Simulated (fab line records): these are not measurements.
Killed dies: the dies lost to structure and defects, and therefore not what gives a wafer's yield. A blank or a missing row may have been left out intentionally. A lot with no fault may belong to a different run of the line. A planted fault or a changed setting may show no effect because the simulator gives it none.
Which tool is to blame? || flow berkeley_cmos170 || 39 wafers from 13 lots sampled at 5 of the route's 331 steps

## WHAT EACH GAUGE READ, for each wafer
UCB170_M1_CD_MEAS_90: target cd 700 nm. Usual: cd_nm at 700.4 nm, with a standard deviation of 2.2.
{"lot": "L801", "measured": "day 8 20:08", "on": "cd_sem-01", "cd_nm (nm)": "701.1 697.4 699.5", "flag": ""}
{"lot": "L802", "measured": "day 8 20:40", "on": "cd_sem-01", "cd_nm (nm)": "698.6 703.0 700.8", "flag": ""}
{"lot": "L803", "measured": "day 8 21:04", "on": "cd_sem-02", "cd_nm (nm)": "699.8 702.1 704.8", "flag": ""}
{"lot": "L806", "measured": "day 9 05:46", "on": "cd_sem-02", "cd_nm (nm)": "699.2 695.5 699.1", "flag": ""}
{"lot": "L805", "measured": "day 9 12:47", "on": "cd_sem-02", "cd_nm (nm)": "703.4 700.8 702.2", "flag": ""}
{"lot": "L810", "measured": "day 10 02:26", "on": "cd_sem-02", "cd_nm (nm)": "698.8 699.3 703.3", "flag": ""}
{"lot": "L811", "measured": "day 10 05:56", "on": "cd_sem-02", "cd_nm (nm)": "699.8 699.8 699.7", "flag": ""}
{"lot": "L815", "measured": "day 10 15:16", "on": "cd_sem-02", "cd_nm (nm)": "702.3 700.2 699.5", "flag": ""}
{"lot": "L816", "measured": "day 10 15:34", "on": "cd_sem-02", "cd_nm (nm)": "687.7 687.1 698.9 687.7 686.8 698.9", "flag": "OFF"}
{"lot": "L814", "measured": "day 10 15:51", "on": "cd_sem-01", "cd_nm (nm)": "699.3 699.8 700.5", "flag": ""}
{"lot": "L821", "measured": "day 11 19:57", "on": "cd_sem-02", "cd_nm (nm)": "699.6 696.8 700.1", "flag": ""}
{"lot": "L822", "measured": "day 12 13:01", "on": "cd_sem-02", "cd_nm (nm)": "700.0 699.9 701.9", "flag": ""}
{"lot": "L824", "measured": "day 12 13:34", "on": "cd_sem-01", "cd_nm (nm)": "701.6 700.3 701.4", "flag": ""}

UCB170_V1_THK_MEAS_01. Usual: V1_TEOS_THK gives 2008 nm (standard deviation 28).
{"lot": "L801", "measured": "day 8 22:10", "on": "film_metro-02", "V1_TEOS_THK (nm)": "2008 2032 2008", "flag": ""}
{"lot": "L802", "measured": "day 8 23:26", "on": "film_metro-01", "V1_TEOS_THK (nm)": "1994 2027 2043", "flag": ""}
{"lot": "L803", "measured": "day 8 23:26", "on": "film_metro-02", "V1_TEOS_THK (nm)": "1972 1980 2016", "flag": ""}
{"lot": "L806", "measured": "day 9 07:22", "on": "film_metro-01", "V1_TEOS_THK (nm)": "1993 1985 2015", "flag": ""}
{"lot": "L805", "measured": "day 9 14:23", "on": "film_metro-01", "V1_TEOS_THK (nm)": "1993 1987 2040", "flag": ""}
{"lot": "L810", "measured": "day 10 04:02", "on": "film_metro-02", "V1_TEOS_THK (nm)": "1954 1972 1962", "flag": ""}
{"lot": "L811", "measured": "day 10 07:31", "on": "film_metro-01", "V1_TEOS_THK (nm)": "2073 2029 2043", "flag": ""}
{"lot": "L815", "measured": "day 10 16:56", "on": "film_metro-03", "V1_TEOS_THK (nm)": "2009 2011 2042", "flag": ""}
{"lot": "L816", "measured": "day 10 19:47", "on": "film_metro-03", "V1_TEOS_THK (nm)": "2046 2013 2064", "flag": ""}
{"lot": "L814", "measured": "day 10 18:11", "on": "film_metro-02", "V1_TEOS_THK (nm)": "2003 1990 2016", "flag": ""}
{"lot": "L821", "measured": "day 11 22:39", "on": "film_metro-01", "V1_TEOS_THK (nm)": "1969 2001 2008", "flag": ""}
{"lot": "L822", "measured": "day 12 17:37", "on": "film_metro-03", "V1_TEOS_THK (nm)": "1962 2010 2018", "flag": ""}
{"lot": "L824", "measured": "day 12 17:37", "on": "film_metro-01", "V1_TEOS_THK (nm)": "1958 1982 1998", "flag": ""}

## WHAT TOOL EACH LOT RAN ON (gives the tool, then ch and the chambers of the sampled wafers, and finally the start)
{"lot": "L801", "UCB170_M1_ETCH_11": "rie_diel-03 ch 0,1,3, day 8 19:48", "UCB170_M1_METAL_ETCH_12": "rie_metal-03 ch 0,1, day 8 19:53", "UCB170_M1_STRIP_13": "plasma_asher-04 ch 0,1, day 8 20:01"}
{"lot": "L802", "UCB170_M1_ETCH_11": "rie_diel-02 ch 0,3, day 8 20:22", "UCB170_M1_METAL_ETCH_12": "rie_metal-01 ch 0,1, day 8 20:25", "UCB170_M1_STRIP_13": "plasma_asher-04 ch 0,1, day 8 20:32"}
{"lot": "L803", "UCB170_M1_ETCH_11": "rie_diel-04 ch 0,2, day 8 20:46", "UCB170_M1_METAL_ETCH_12": "rie_metal-03 ch 0,1, day 8 20:49", "UCB170_M1_STRIP_13": "plasma_asher-02 ch 0,1, day 8 20:56"}
{"lot": "L806", "UCB170_M1_ETCH_11": "rie_diel-04 ch 0,1,3, day 9 05:29", "UCB170_M1_METAL_ETCH_12": "rie_metal-03 ch 0,1, day 9 05:32", "UCB170_M1_STRIP_13": "plasma_asher-04 ch 0,1, day 9 05:40"}
{"lot": "L805", "UCB170_M1_ETCH_11": "rie_diel-04 ch 2,3, day 9 12:27", "UCB170_M1_METAL_ETCH_12": "rie_metal-01 ch 0,1, day 9 12:29", "UCB170_M1_STRIP_13": "plasma_asher-04 ch 1, day 9 12:40"}
{"lot": "L810", "UCB170_M1_ETCH_11": "rie_diel-02 ch 0,1,3, day 10 02:10", "UCB170_M1_METAL_ETCH_12": "rie_metal-03 ch 0,1, day 10 02:12", "UCB170_M1_STRIP_13": "plasma_asher-02 ch 0,1, day 10 02:20"}
{"lot": "L811", "UCB170_M1_ETCH_11": "rie_diel-02 ch 1,2, day 10 05:37", "UCB170_M1_METAL_ETCH_12": "rie_metal-02 ch 0,1, day 10 05:41", "UCB170_M1_STRIP_13": "plasma_asher-02 ch 0,1, day 10 05:49"}
{"lot": "L815", "UCB170_M1_ETCH_11": "rie_diel-02 ch 0,1,2, day 10 14:58", "UCB170_M1_METAL_ETCH_12": "rie_metal-01 ch 0,1, day 10 15:01", "UCB170_M1_STRIP_13": "plasma_asher-02 ch 0,1, day 10 15:08"}
{"lot": "L816", "UCB170_M1_ETCH_11": "rie_diel-04 ch 0,2,3, day 10 15:18", "UCB170_M1_METAL_ETCH_12": "rie_metal-03 ch 0,1, day 10 15:20", "UCB170_M1_STRIP_13": "plasma_asher-02 ch 1, day 10 15:28"}
{"lot": "L814", "UCB170_M1_ETCH_11": "rie_diel-03 ch 1,2, day 10 15:34", "UCB170_M1_METAL_ETCH_12": "rie_metal-01 ch 0,1, day 10 15:37", "UCB170_M1_STRIP_13": "plasma_asher-03 ch 0,1, day 10 15:45"}
{"lot": "L821", "UCB170_M1_ETCH_11": "rie_diel-03 ch 0,2,3, day 11 19:40", "UCB170_M1_METAL_ETCH_12": "rie_metal-02 ch 0,1, day 11 19:43", "UCB170_M1_STRIP_13": "plasma_asher-03 ch 0,1, day 11 19:51"}
{"lot": "L822", "UCB170_M1_ETCH_11": "rie_diel-04 ch 0,3, day 12 12:43", "UCB170_M1_METAL_ETCH_12": "rie_metal-01 ch 0,1, day 12 12:46", "UCB170_M1_STRIP_13": "plasma_asher-04 ch 0,1, day 12 12:53"}
{"lot": "L824", "UCB170_M1_ETCH_11": "rie_diel-04 ch 0,3, day 12 13:16", "UCB170_M1_METAL_ETCH_12": "rie_metal-02 ch 0,1, day 12 13:19", "UCB170_M1_STRIP_13": "plasma_asher-02 ch 0,1, day 12 13:26"}
- UCB170_M1_ETCH_11: etches BARC in N2/H2.
- UCB170_M1_METAL_ETCH_12: etches Al in Cl2/BCl3, stops on PSG, target depth 780 nm, time 130 s.
- UCB170_M1_STRIP_13: strips in O2.

## AS READ BY THE TOOLS THEMSELVES (means over the sampled wafers that have a number; for cases with no such wafer, the mark the record gives instead)
UCB170_M1_ETCH_11. Usual: chamber_pressure_mTorr 30.001 mTorr, standard deviation 0.025; drypump_motor_current_A 5.8 A, standard deviation 0.47; oes_product_au 0.998 a.u., standard deviation 0.021; throttle_valve_pct 13.31 %, standard deviation 0.2.
{"lot": "L801", "tool": "rie_diel-03", "chamber_pressure_mTorr (mTorr)": 30.009, "drypump_motor_current_A (A)": 5.9, "oes_product_au (a.u.)": 1.007, "throttle_valve_pct (%)": 13.35, "flag": ""}
{"lot": "L802", "tool": "rie_diel-02", "chamber_pressure_mTorr (mTorr)": 29.999, "drypump_motor_current_A (A)": 5.7, "oes_product_au (a.u.)": 0.989, "throttle_valve_pct (%)": 13.19, "flag": ""}
{"lot": "L803", "tool": "rie_diel-04", "chamber_pressure_mTorr (mTorr)": 29.987, "drypump_motor_current_A (A)": 5.6, "oes_product_au (a.u.)": 0.989, "throttle_valve_pct (%)": 13.27, "flag": ""}
{"lot": "L806", "tool": "rie_diel-04", "chamber_pressure_mTorr (mTorr)": 30.009, "drypump_motor_current_A (A)": 6.1, "oes_product_au (a.u.)": 0.984, "throttle_valve_pct (%)": 13.32, "flag": ""}
{"lot": "L805", "tool": "rie_diel-04", "chamber_pressure_mTorr (mTorr)": 30.009, "drypump_motor_current_A (A)": 5.3, "oes_product_au (a.u.)": 0.994, "throttle_valve_pct (%)": 12.98, "flag": ""}
{"lot": "L810", "tool": "rie_diel-02", "chamber_pressure_mTorr (mTorr)": 30.017, "drypump_motor_current_A (A)": 5.5, "oes_product_au (a.u.)": 0.983, "throttle_valve_pct (%)": 13.31, "flag": ""}
{"lot": "L811", "tool": "rie_diel-02", "chamber_pressure_mTorr (mTorr)": 29.989, "drypump_motor_current_A (A)": 5.8, "oes_product_au (a.u.)": 1.025, "throttle_valve_pct (%)": 13.39, "flag": ""}
{"lot": "L815", "tool": "rie_diel-02", "chamber_pressure_mTorr (mTorr)": 30.011, "drypump_motor_current_A (A)": 5.6, "oes_product_au (a.u.)": 1.011, "throttle_valve_pct (%)": 13.33, "flag": ""}
{"lot": "L816", "tool": "rie_diel-04", "chamber_pressure_mTorr (mTorr)": 30.010, "drypump_motor_current_A (A)": 5.6, "oes_product_au (a.u.)": 0.986, "throttle_valve_pct (%)": 13.13, "flag": ""}
{"lot": "L814", "tool": "rie_diel-03", "chamber_pressure_mTorr (mTorr)": 29.995, "drypump_motor_current_A (A)": 6.0, "oes_product_au (a.u.)": 0.987, "throttle_valve_pct (%)": 13.41, "flag": ""}
{"lot": "L821", "tool": "rie_diel-03", "chamber_pressure_mTorr (mTorr)": 30.020, "drypump_motor_current_A (A)": 5.9, "oes_product_au (a.u.)": 0.994, "throttle_valve_pct (%)": 13.35, "flag": ""}
{"lot": "L822", "tool": "rie_diel-04", "chamber_pressure_mTorr (mTorr)": 29.983, "drypump_motor_current_A (A)": 6.0, "oes_product_au (a.u.)": 0.993, "throttle_valve_pct (%)": 13.09, "flag": ""}
{"lot": "L824", "tool": "rie_diel-04", "chamber_pressure_mTorr (mTorr)": 29.986, "drypump_motor_current_A (A)": 6.0, "oes_product_au (a.u.)": 0.991, "throttle_valve_pct (%)": 13.09, "flag": ""}

UCB170_M1_METAL_ETCH_12. Usual: chamber_pressure_mTorr 12.000 mTorr, standard deviation 0.011; drypump_motor_current_A 5.7 A, standard deviation 0.54; oes_product_au 0.852 a.u., standard deviation 0.012; throttle_valve_pct 24.31 %, standard deviation 0.17.
{"lot": "L801", "tool": "rie_metal-03", "chamber_pressure_mTorr (mTorr)": 11.993, "drypump_motor_current_A (A)": 5.2, "oes_product_au (a.u.)": 0.857, "throttle_valve_pct (%)": 24.47, "flag": ""}
{"lot": "L802", "tool": "rie_metal-01", "chamber_pressure_mTorr (mTorr)": 11.999, "drypump_motor_current_A (A)": 6.2, "oes_product_au (a.u.)": 0.857, "throttle_valve_pct (%)": 24.11, "flag": ""}
{"lot": "L803", "tool": "rie_metal-03", "chamber_pressure_mTorr (mTorr)": 12.000, "drypump_motor_current_A (A)": 5.2, "oes_product_au (a.u.)": 0.849, "throttle_valve_pct (%)": 24.46, "flag": ""}
{"lot": "L806", "tool": "rie_metal-03", "chamber_pressure_mTorr (mTorr)": 11.996, "drypump_motor_current_A (A)": 5.2, "oes_product_au (a.u.)": 0.844, "throttle_valve_pct (%)": 24.47, "flag": ""}
{"lot": "L805", "tool": "rie_metal-01", "chamber_pressure_mTorr (mTorr)": 12.000, "drypump_motor_current_A (A)": 6.2, "oes_product_au (a.u.)": 0.849, "throttle_valve_pct (%)": 24.12, "flag": ""}
{"lot": "L810", "tool": "rie_metal-03", "chamber_pressure_mTorr (mTorr)": 11.996, "drypump_motor_current_A (A)": 5.6, "oes_product_au (a.u.)": 0.863, "throttle_valve_pct (%)": 24.48, "flag": ""}
{"lot": "L811", "tool": "rie_metal-02", "chamber_pressure_mTorr (mTorr)": 12.010, "drypump_motor_current_A (A)": 5.5, "oes_product_au (a.u.)": 0.871, "throttle_valve_pct (%)": 24.27, "flag": ""}
{"lot": "L815", "tool": "rie_metal-01", "chamber_pressure_mTorr (mTorr)": 12.002, "drypump_motor_current_A (A)": 6.1, "oes_product_au (a.u.)": 0.848, "throttle_valve_pct (%)": 24.13, "flag": ""}
{"lot": "L816", "tool": "rie_metal-03", "chamber_pressure_mTorr (mTorr)": 12.001, "drypump_motor_current_A (A)": 5.6, "oes_product_au (a.u.)": 0.771, "throttle_valve_pct (%)": 24.53, "flag": "OFF"}
{"lot": "L814", "tool": "rie_metal-01", "chamber_pressure_mTorr (mTorr)": 12.004, "drypump_motor_current_A (A)": 6.1, "oes_product_au (a.u.)": 0.846, "throttle_valve_pct (%)": 24.12, "flag": ""}
{"lot": "L821", "tool": "rie_metal-02", "chamber_pressure_mTorr (mTorr)": 11.998, "drypump_motor_current_A (A)": 5.5, "oes_product_au (a.u.)": 0.865, "throttle_valve_pct (%)": 24.27, "flag": ""}
{"lot": "L822", "tool": "rie_metal-01", "chamber_pressure_mTorr (mTorr)": 11.991, "drypump_motor_current_A (A)": 6.2, "oes_product_au (a.u.)": 0.858, "throttle_valve_pct (%)": 24.12, "flag": ""}
{"lot": "L824", "tool": "rie_metal-02", "chamber_pressure_mTorr (mTorr)": 11.999, "drypump_motor_current_A (A)": 5.7, "oes_product_au (a.u.)": 0.843, "throttle_valve_pct (%)": 24.34, "flag": ""}

UCB170_M1_STRIP_13. Usual: chamber_pressure_mTorr 3500 mTorr, standard deviation 3.2; drypump_motor_current_A 5.9 A, standard deviation 0.41; oes_product_au 0.720 a.u., standard deviation 0.0047.
{"lot": "L801", "tool": "plasma_asher-04", "chamber_pressure_mTorr (mTorr)": 3500, "drypump_motor_current_A (A)": 5.5, "oes_product_au (a.u.)": 0.720, "flag": ""}
{"lot": "L802", "tool": "plasma_asher-04", "chamber_pressure_mTorr (mTorr)": 3499, "drypump_motor_current_A (A)": 5.5, "oes_product_au (a.u.)": 0.720, "flag": ""}
{"lot": "L803", "tool": "plasma_asher-02", "chamber_pressure_mTorr (mTorr)": 3498, "drypump_motor_current_A (A)": 6.3, "oes_product_au (a.u.)": 0.716, "flag": ""}
{"lot": "L806", "tool": "plasma_asher-04", "chamber_pressure_mTorr (mTorr)": 3498, "drypump_motor_current_A (A)": 5.5, "oes_product_au (a.u.)": 0.722, "flag": ""}
{"lot": "L805", "tool": "plasma_asher-04", "chamber_pressure_mTorr (mTorr)": 3499, "drypump_motor_current_A (A)": 5.5, "oes_product_au (a.u.)": 0.722, "flag": ""}
{"lot": "L810", "tool": "plasma_asher-02", "chamber_pressure_mTorr (mTorr)": 3504, "drypump_motor_current_A (A)": 6.2, "oes_product_au (a.u.)": 0.720, "flag": ""}
{"lot": "L811", "tool": "plasma_asher-02", "chamber_pressure_mTorr (mTorr)": 3499, "drypump_motor_current_A (A)": 6.2, "oes_product_au (a.u.)": 0.716, "flag": ""}
{"lot": "L815", "tool": "plasma_asher-02", "chamber_pressure_mTorr (mTorr)": 3499, "drypump_motor_current_A (A)": 6.3, "oes_product_au (a.u.)": 0.719, "flag": ""}
{"lot": "L816", "tool": "plasma_asher-02", "chamber_pressure_mTorr (mTorr)": 3502, "drypump_motor_current_A (A)": 6.3, "oes_product_au (a.u.)": 0.639, "flag": "OFF"}
{"lot": "L814", "tool": "plasma_asher-03", "chamber_pressure_mTorr (mTorr)": 3498, "drypump_motor_current_A (A)": 5.6, "oes_product_au (a.u.)": 0.718, "flag": ""}
{"lot": "L821", "tool": "plasma_asher-03", "chamber_pressure_mTorr (mTorr)": 3500, "drypump_motor_current_A (A)": 6.0, "oes_product_au (a.u.)": 0.721, "flag": ""}
{"lot": "L822", "tool": "plasma_asher-04", "chamber_pressure_mTorr (mTorr)": 3499, "drypump_motor_current_A (A)": 5.5, "oes_product_au (a.u.)": 0.713, "flag": ""}
{"lot": "L824", "tool": "plasma_asher-02", "chamber_pressure_mTorr (mTorr)": 3500, "drypump_motor_current_A (A)": 6.2, "oes_product_au (a.u.)": 0.722, "flag": ""}

## THE ANSWER, worked out from the rows above alone
Rule: a lot is off if the mean of its wafers that have a number lies more than 3 standard deviations from the usual mean. Also off: a lot with no number at a reading for which 4 or more lots have one. Where the step has rows for the other lots, those lots are counted as sound. After the gauges, taken in route order, come the tools' own readings; for these a lot's mean is taken, as printed above. At the first step where some lot is off, the reading lying furthest off is the one used; lots without a number count as furthest.
Off at UCB170_M1_CD_MEAS_90 (cd_nm): L816.
A tool fits if, at a process step before that reading, it ran every lot that is off, and no sound lot after the first of them. The gauges at UCB170_M1_CD_MEAS_90 aren't tried: what is off there is off at UCB170_M1_METAL_ETCH_12 too, on other tools, and a gauge's error can't cause that. One fits: UCB170_M1_METAL_ETCH_12 on rie_metal-03. A fault onset in the window from L810 (day 10 02:12, its last sound lot) to L816 (day 10 15:20, its first lot off) fits.
The tool's own readings at UCB170_M1_METAL_ETCH_12 bear it out: on the lots that are off they differ by more than 5 times the standard deviation of the sound lots' means. oes_product_au reads 0.771 a.u. there against 0.854 a.u. on the sound lots.

## WHAT WAS PUT IN BY THE SIMULATOR
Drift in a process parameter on rie_metal-03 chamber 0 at UCB170_M1_METAL_ETCH_12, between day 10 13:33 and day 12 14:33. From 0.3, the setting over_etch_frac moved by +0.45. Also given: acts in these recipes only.
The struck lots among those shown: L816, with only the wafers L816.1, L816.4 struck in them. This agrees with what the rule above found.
